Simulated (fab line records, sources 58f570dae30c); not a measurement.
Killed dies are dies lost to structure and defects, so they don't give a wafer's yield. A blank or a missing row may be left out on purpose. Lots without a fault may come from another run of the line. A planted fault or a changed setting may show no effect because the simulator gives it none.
Which tool did it? | flow berkeley_cmos170 | 6 lots, 18 wafers sampled, at 2 steps of a route of 331

WHAT THE GAUGES READ, wafer by wafer
UCB170_V1_CD_MEAS_12: target cd 700 nm.
lot  | measured     | on        | cd_nm (nm)
L580 | day 7 22:28  | cd_sem-02 | 700.1 700.0 698.4
L578 | day 7 22:44  | cd_sem-02 | 701.9 700.5 701.2
L584 | day 8 19:29  | cd_sem-02 | 698.3 695.8 698.0
L583 | day 9 00:26  | cd_sem-02 | 699.9 700.3 699.7
L592 | day 10 18:02 | cd_sem-01 | 702.0 702.7 702.3
L596 | day 11 08:28 | cd_sem-02 | 701.0 699.0 700.9

WHICH TOOL RAN EACH LOT (tool, then ch and the chambers of the sampled wafers, then the start)
lot  | UCB170_M1_METAL_ETCH_12
L580 | rie_metal-02 ch 0,1, day 7 15:29
L578 | rie_metal-01 ch 0,1, day 7 16:26
L584 | rie_metal-03 ch 0,1, day 8 13:41
L583 | rie_metal-02 ch 0,1, day 8 16:46
L592 | rie_metal-02 ch 0,1, day 10 09:40
L596 | rie_metal-03 ch 0, day 11 00:24
- UCB170_M1_METAL_ETCH_12: etches Al in Cl2/BCl3, stops on PSG, target depth 780 nm, time 130 s.

THE ANSWER, worked out from the rows above alone
Rule: what is usual is taken from the lots themselves. Put in order of their means at a reading, lots are off if they are a third of the lots or fewer, leave a main group of 4 or more, and stand apart from it by a gap of 3 or more times the standard deviation of the main group's means; of several such gaps the widest counts. A main group whose means are all the same, to the digits that the tables above print for the reading, isn't used. A lot without any number at a reading at which 4 lots or more have one is off too. The other lots that the step has rows for count as sound.
No lot is off at any reading shown: from this, nothing can be told.

WHAT THE SIMULATOR HAD PUT IN
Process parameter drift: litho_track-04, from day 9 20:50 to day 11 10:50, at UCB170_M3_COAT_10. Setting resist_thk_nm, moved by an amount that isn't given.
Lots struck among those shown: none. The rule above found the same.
